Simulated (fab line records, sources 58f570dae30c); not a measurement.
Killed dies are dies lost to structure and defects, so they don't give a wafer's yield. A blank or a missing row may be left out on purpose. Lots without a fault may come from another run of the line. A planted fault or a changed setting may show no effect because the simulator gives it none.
Which tool did it? | flow berkeley_cmos170 | 13 lots, 39 wafers sampled, at 1 step of a route of 331

WHAT THE GAUGES READ, wafer by wafer
UCB170_PLDD_OVL_MEAS_07.
lot  | measured     | on         | PLDD_OVL (nm)
L314 | day 6 01:19  | overlay-01 | 2 14 6
L315 | day 6 17:22  | overlay-02 | -2 9 14
L316 | day 7 04:15  | overlay-01 | 2 -1 3
L317 | day 7 04:55  | overlay-02 | -3 0 -2
L319 | day 8 03:10  | overlay-01 | 5 14 15
L321 | day 8 08:27  | overlay-02 | -2 8 0
L323 | day 8 08:44  | overlay-01 | 11 7 5
L327 | day 9 00:51  | overlay-02 | 18 16 18
L325 | day 9 01:11  | overlay-02 | 10 7 2
L328 | day 9 11:58  | overlay-01 | 10 7 4
L332 | day 10 04:17 | overlay-02 | 6 0 -2
L331 | day 10 04:40 | overlay-02 | 13 9 8
L334 | day 10 17:43 | overlay-02 | 15 18 9

WHICH TOOL RAN EACH LOT (tool, then ch and the chambers of the sampled wafers, then the start)
The record holds no process step before these readings.

WHAT THE TOOLS THEMSELVES READ (means of the sampled wafers that have a number; where no wafer has one, the mark that the record gives instead)
The record holds no such reading with a usual standard deviation.

THE ANSWER, worked out from the rows above alone
Rule: what is usual is taken from the lots themselves. Put in order of their means at a reading, lots are off if they are a third of the lots or fewer, leave a main group of 4 or more, and stand apart from it by a gap of 3 or more times the standard deviation of the main group's means; of several such gaps the widest counts. A main group whose means are all the same, to the digits that the tables above print for the reading, isn't used. A lot without any number at a reading at which 4 lots or more have one is off too. The other lots that the step has rows for count as sound. The gauges are gone through in route order, then the tools' own readings, and for those a lot's mean is taken as printed above. The first step at which some lot is off is used, and at that step the reading that is off furthest; a lot without a number counts as furthest.
No lot is off at any reading shown: from this, nothing can be told.

WHAT THE SIMULATOR HAD PUT IN
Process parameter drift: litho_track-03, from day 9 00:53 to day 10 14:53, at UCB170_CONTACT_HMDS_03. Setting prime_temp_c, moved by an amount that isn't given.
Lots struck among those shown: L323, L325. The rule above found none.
